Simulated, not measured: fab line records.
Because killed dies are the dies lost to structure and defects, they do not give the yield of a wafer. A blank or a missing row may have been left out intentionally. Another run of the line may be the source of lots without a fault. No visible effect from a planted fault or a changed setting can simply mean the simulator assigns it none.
fab line records	flow rit-cmos
record: lots: 6	wafers: 18	last-day: 7
route steps=202 shown SDANNEAL@153 PSD@157 NSD@158 PLDD@159 NLDD@160 SILICIDE@161
lots with no fault: from the same line, run without faults
start-h: start of the lot's first displayed wafer, in hours after the record's first day	wait-h: hours from the lot's prior step to this one	" identical to the entry in the row above	L1.1+2: several wafers, shown together as one row	- no value present, or no start provided	* or withheld: withheld	< > ~ a bound
route shown NAME@n: NAME is a module with steps in the file, n the number in the route of the first one	usual: mean and standard deviation over wafers with no fault	same: alike in all rows	chamber/n: place in a boat	sites: per-site readings	_std_site: how widely they spread, as a standard deviation	_edge_site: mean of outer sites minus mean of inner sites	radius-mm: for every site, how far away it sits from the centre of the wafer	mask NAME#n: copy n	behind: the most recent tool/chamber to have shaped the wafer	hold: why the lot went on hold/how many hours it stayed there/how the hold came to an end	device: whichever transistor did not switch (one of n, p or np)	end of line: tests run on the same wafers once the route is complete	a step with no rows: only its recipe	killed: dies that structure and defects cost at the first sort, which is not the same as the wafer's yield	map: a wafer's dies, marking killed ones x, the rest . and places with no die _
set.NAME: setting as actually run; set.NAME@STEP: the setting as run at that earlier step	model.NAME: the simulator's own value behind a step, which no gauge read
certain route steps with their lots: each step a table, each wafer a row
services: when a tool's chamber went out of use (start-h, in hours from the record's first day, below 0 if earlier), for how many hours, and the reason
== steps ==
step: RIT_SDANNEAL_CLEAN_00
recipe: chemistry: SC1	mix: 3:3:50	time-s: 600	temp-c: 75
step: RIT_SDANNEAL_CLEAN_01
recipe: chemistry: dHF	dilution: 50:1	time-s: 30
step: RIT_SDANNEAL_CLEAN_02
recipe: chemistry: SC2	mix: 3:3:50	time-s: 600	temp-c: 75	dry: n2-spin
step: RIT_SDANNEAL_RTA_03
recipe: temp-c: 1050	time-s: 5	idle-temp-c: 600	ramp-up-c-per-s: 342	ramp-down-c-per-s: 171	cool-to-c: 600	ambient: N2
usual: anneal-temp-c-max: 1054.9/1.1	chamber-o2-ppm: 1.999/0.021	ramp-up-c-per-s: 342.01/0.07	wafer_temp_C_max: 1053.6/1.2
lot.wafer	tool	chamber	start-h	wait-h	anneal-temp-c-max	chamber-o2-ppm	ramp-up-c-per-s	wafer_temp_C_max
L229.1	rtp-anneal-02	0	50.71	0.0	1055.5	1.986	342.04	1052.6
L229.3	"	0	"	"	1055.6	2.008	342.13	1052.3
L229.5	"	0	"	"	1056.3	2.042	341.89	1054.0
L231.2	rtp-anneal-02	0	58.72	0.0	1054.2	2.041	342.09	1051.7
L231.4	"	0	"	"	1056.1	2.023	342.00	1054.0
L231.5	"	0	"	"	1053.9	1.994	342.05	1053.5
L232.2	rtp-anneal-01	0	65.17	0.0	1052.9	2.017	342.10	1051.6
L232.3	"	0	"	"	1054.0	1.979	342.04	1052.3
L232.6	"	0	"	"	1054.4	2.024	342.14	1053.0
L249.2	rtp-anneal-02	0	148.56	0.0	1055.1	2.036	342.01	1053.1
L249.4	"	0	"	"	1054.7	2.002	341.89	1051.9
L249.5	"	0	"	"	1056.0	1.978	342.13	1056.0
L250.1	rtp-anneal-01	0	156.05	0.0	1054.1	1.981	341.95	1053.5
L250.3	"	0	"	"	1054.0	1.989	342.10	1054.2
L250.6	"	0	"	"	1053.8	1.969	341.96	1053.9
L252.4	rtp-anneal-01	0	165.03	0.0	1054.6	1.937	342.02	1052.6
L252.5	"	0	"	"	1053.5	1.987	341.96	1055.2
L252.6	"	0	"	"	1054.8	2.011	341.96	1053.9
step: RIT_SDANNEAL_RS_MEAS_04
recipe: thk-meas-gauge: four-point-probe
usual: PSD_RS: 115.83/0.3
lot.wafer	tool	chamber	start-h	wait-h	PSD_RS[ohm/sq]
L229.1	film-metro-04	-	50.77	0.0	116.00
L229.3	"	-	"	"	115.86
L229.5	"	-	"	"	116.07
L231.2	film-metro-03	-	58.79	0.1	115.70
L231.4	"	-	"	"	115.53
L231.5	"	-	"	"	115.55
L232.2	film-metro-04	-	65.23	0.1	116.02
L232.3	"	-	"	"	115.88
L232.6	"	-	"	"	115.88
L249.2	film-metro-02	-	148.62	0.1	115.79
L249.4	"	-	"	"	115.94
L249.5	"	-	"	"	115.78
L250.1	film-metro-04	-	156.11	0.0	115.82
L250.3	"	-	"	"	115.80
L250.6	"	-	"	"	115.68
L252.4	film-metro-02	-	165.12	0.1	115.86
L252.5	"	-	"	"	115.52
L252.6	"	-	"	"	115.53
step: RIT_SDANNEAL_RS_MEAS_05
recipe: thk-meas-gauge: four-point-probe
usual: NSD_RS: 84.43/0.28
lot.wafer	tool	chamber	start-h	wait-h	NSD_RS[ohm/sq]
L229.1	film-metro-04	-	50.89	0.1	84.22
L229.3	"	-	"	"	84.41
L229.5	"	-	"	"	84.46
L231.2	film-metro-03	-	58.91	0.1	84.54
L231.4	"	-	"	"	84.85
L231.5	"	-	"	"	84.63
L232.2	film-metro-04	-	65.35	0.1	84.37
L232.3	"	-	"	"	84.33
L232.6	"	-	"	"	84.43
L249.2	film-metro-02	-	148.74	0.1	84.66
L249.4	"	-	"	"	84.23
L249.5	"	-	"	"	84.48
L250.1	film-metro-04	-	156.23	0.1	84.31
L250.3	"	-	"	"	84.67
L250.6	"	-	"	"	84.39
L252.4	film-metro-02	-	165.24	0.1	84.70
L252.5	"	-	"	"	84.48
L252.6	"	-	"	"	85.04
step: RIT_SDANNEAL_RS_MEAS_06
recipe: thk-meas-gauge: four-point-probe
usual: PLDD_RS: 178.4/0.43
lot.wafer	tool	chamber	start-h	wait-h	PLDD_RS[ohm/sq]
L229.1	film-metro-04	-	51.01	0.1	178.1
L229.3	"	-	"	"	177.7
L229.5	"	-	"	"	177.9
L231.2	film-metro-03	-	59.03	0.1	177.9
L231.4	"	-	"	"	178.0
L231.5	"	-	"	"	178.4
L232.2	film-metro-04	-	65.47	0.1	177.9
L232.3	"	-	"	"	178.6
L232.6	"	-	"	"	178.3
L249.2	film-metro-02	-	148.86	0.1	178.0
L249.4	"	-	"	"	178.2
L249.5	"	-	"	"	178.2
L250.1	film-metro-04	-	156.35	0.1	178.7
L250.3	"	-	"	"	178.6
L250.6	"	-	"	"	178.8
L252.4	film-metro-02	-	165.36	0.1	178.9
L252.5	"	-	"	"	178.3
L252.6	"	-	"	"	178.3
step: RIT_SDANNEAL_RS_MEAS_07
recipe: thk-meas-gauge: four-point-probe
usual: NLDD_RS: 151.4/0.51
lot.wafer	tool	chamber	start-h	wait-h	NLDD_RS[ohm/sq]
L229.1	film-metro-04	-	51.13	0.1	151.2
L229.3	"	-	"	"	151.2
L229.5	"	-	"	"	150.9
L231.2	film-metro-03	-	59.15	0.1	151.6
L231.4	"	-	"	"	151.7
L231.5	"	-	"	"	151.0
L232.2	film-metro-04	-	65.59	0.1	151.7
L232.3	"	-	"	"	151.9
L232.6	"	-	"	"	151.8
L249.2	film-metro-02	-	148.98	0.1	151.7
L249.4	"	-	"	"	152.4
L249.5	"	-	"	"	152.1
L250.1	film-metro-04	-	156.47	0.1	151.4
L250.3	"	-	"	"	151.5
L250.6	"	-	"	"	151.1
L252.4	film-metro-02	-	165.48	0.1	151.6
L252.5	"	-	"	"	152.0
L252.6	"	-	"	"	152.1
step: RIT_SILICIDE_WET_ETCH_00
recipe: chemistry: BOE	target: SiO2	target-depth-nm: 14	time-s: 15	dry: n2-spin	dilution: 10:1	temp-c: 21.5
step: RIT_SILICIDE_SPUTTER_01
recipe: material: Ti	target-thk-nm: 30	power-w: 350	chamber-pressure-pa: 0.667	gas: Ar	time-s: 240	substrate-temp-c: 25
usual: chamber-pressure-pa: 0.6672/0.0012	throttle-valve-pct: 30.2/0.93
lot.wafer	tool	chamber	start-h	wait-h	chamber-pressure-pa	throttle-valve-pct
L229.1	pvd-sputter-03	-	51.27	0.0	0.6667	31.4
L229.3	"	-	"	"	0.6681	30.2
L229.5	"	-	"	"	0.6682	30.3
L231.2	pvd-sputter-03	-	59.27	0.0	0.6686	29.0
L231.4	"	-	"	"	0.6667	30.4
L231.5	"	-	"	"	0.6690	30.2
L232.2	pvd-sputter-01	-	65.71	0.0	0.6680	29.4
L232.3	"	-	"	"	0.6689	31.7
L232.6	"	-	"	"	0.6676	29.7
L249.2	pvd-sputter-03	-	149.10	0.0	0.6665	29.1
L249.4	"	-	"	"	0.6668	31.1
L249.5	"	-	"	"	0.6688	30.1
L250.1	pvd-sputter-01	-	156.60	0.0	0.6668	29.9
L250.3	"	-	"	"	0.6690	31.4
L250.6	"	-	"	"	0.6687	29.8
L252.4	pvd-sputter-01	-	165.55	0.0	0.6657	29.7
L252.5	"	-	"	"	0.6657	28.9
L252.6	"	-	"	"	0.6689	30.0
step: RIT_SILICIDE_RS_MEAS_02
recipe: thk-meas-gauge: four-point-probe	reads: Ti_of_SILICIDE_SPUTTER_01
usual: SILICIDE_TI_RS: 47.8/0.6
lot.wafer	tool	chamber	start-h	wait-h	SILICIDE_TI_RS[ohm/sq]
L229.1	film-metro-03	-	51.42	0.1	47.7
L229.3	"	-	"	"	46.8
L229.5	"	-	"	"	47.3
L231.2	film-metro-02	-	59.44	0.1	48.1
L231.4	"	-	"	"	47.5
L231.5	"	-	"	"	47.1
L232.2	film-metro-01	-	65.88	0.1	49.4
L232.3	"	-	"	"	49.3
L232.6	"	-	"	"	49.0
L249.2	film-metro-02	-	149.27	0.1	47.5
L249.4	"	-	"	"	47.5
L249.5	"	-	"	"	47.3
L250.1	film-metro-02	-	156.75	0.1	47.5
L250.3	"	-	"	"	48.3
L250.6	"	-	"	"	47.9
L252.4	film-metro-01	-	165.76	0.1	48.4
L252.5	"	-	"	"	47.5
L252.6	"	-	"	"	47.8
step: RIT_SILICIDE_THK_MEAS_03
recipe: thk-meas-gauge: xrf	reads: Ti_of_SILICIDE_SPUTTER_01
usual: SILICIDE_TI_THK: 29.9/0.31
lot.wafer	tool	chamber	start-h	wait-h	SILICIDE_TI_THK[nm]
L229.1	film-metro-03	-	51.54	0.1	29.9
L229.3	"	-	"	"	30.1
L229.5	"	-	"	"	30.1
L231.2	film-metro-02	-	59.55	0.1	29.8
L231.4	"	-	"	"	29.9
L231.5	"	-	"	"	30.1
L232.2	film-metro-01	-	65.99	0.1	29.3
L232.3	"	-	"	"	29.3
L232.6	"	-	"	"	29.4
L249.2	film-metro-02	-	149.38	0.1	29.9
L249.4	"	-	"	"	30.1
L249.5	"	-	"	"	30.3
L250.1	film-metro-02	-	156.87	0.1	30.0
L250.3	"	-	"	"	29.6
L250.6	"	-	"	"	29.7
L252.4	film-metro-01	-	165.85	0.1	30.0
L252.5	"	-	"	"	30.3
L252.6	"	-	"	"	29.9
step: RIT_SILICIDE_RTA_04
recipe: temp-c: 650	time-s: 10	idle-temp-c: 25	ramp-up-s: 5	ramp-down-s: 5	cool-to-c: 25	ambient: N2
usual: anneal-temp-c-max: 653.0/0.73	chamber-o2-ppm: 2.002/0.017	wafer_temp_C_max: 652.5/0.71
lot.wafer	tool	chamber	start-h	wait-h	anneal-temp-c-max	chamber-o2-ppm	wafer_temp_C_max
L229.1	rtp-anneal-01	0	51.60	0.1	652.5	1.980	652.1
L229.3	"	0	"	"	652.1	2.001	653.3
L229.5	"	0	"	"	652.6	1.993	652.6
L231.2	rtp-anneal-01	0	59.61	0.1	652.3	2.007	653.0
L231.4	"	0	"	"	652.8	2.008	653.3
L231.5	"	0	"	"	652.9	2.002	652.7
L232.2	rtp-anneal-02	0	66.05	0.1	654.0	2.010	652.8
L232.3	"	0	"	"	653.0	2.022	652.8
L232.6	"	0	"	"	653.7	2.016	651.1
L249.2	rtp-anneal-01	-	149.44	0.1	-	-	-
L249.4	"	-	"	"	-	-	-
L249.5	"	-	"	"	-	-	-
L250.1	rtp-anneal-02	-	156.93	0.1	-	-	-
L250.3	"	-	"	"	-	-	-
L250.6	"	-	"	"	-	-	-
L252.4	rtp-anneal-02	0	165.92	0.1	652.9	1.995	651.9
L252.5	"	0	"	"	652.0	1.999	653.0
L252.6	"	0	"	"	653.8	2.007	651.3
step: RIT_SILICIDE_WET_ETCH_05
recipe: chemistry: SPM	target: Ti	temp-c: 90	time-s: 120	dry: n2-spin
== services ==
tool	chamber	start-h	hours	kind
pvd-sputter-01	-	79.46	6.0	repair
pvd-sputter-01	-	103.43	3.4	repair
pvd-sputter-03	-	105.45	2.0	repair
pvd-sputter-03	-	149.97	1.1	repair
== key ==
first-sign: step: RIT_SILICIDE_RTA_04	reading: tool-record	direction: missing
effect none on later readings
met-at RIT_SILICIDE_RTA_04
struck-wafers L249.2,L249.4,L249.5,L250.1,L250.3,L250.6
later-rows-left-out L249.2,L249.4,L249.5,L250.1,L250.3,L250.6
sort-left-out L249.2,L249.4,L249.5,L250.1,L250.3,L250.6
tester-left-out L249,L250
onset-between 66.05 149.44
fault: kind: skipped-step-whole	tool: rtp-anneal-01,rtp-anneal-02	chamber: -	onset-h: 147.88	steps: RIT_SILICIDE_RTA_04	scope: struck-lots-only
tester-left-out: of these lots the tester's yield and bins aren't shown, on N5 and GAA mostly nor the transistor test; their killed dies are dies lost to structure and defects alone, not to doping, threshold or leakage, so they don't give the yield
sort-left-out: the simulated sort isn't trusted on such a fault, so these wafers' sort isn't shown, and their yield isn't known
later-rows-left-out: the simulator's readings of these wafers behind a module that went badly wrong aren't trusted and aren't shown, but for the sort
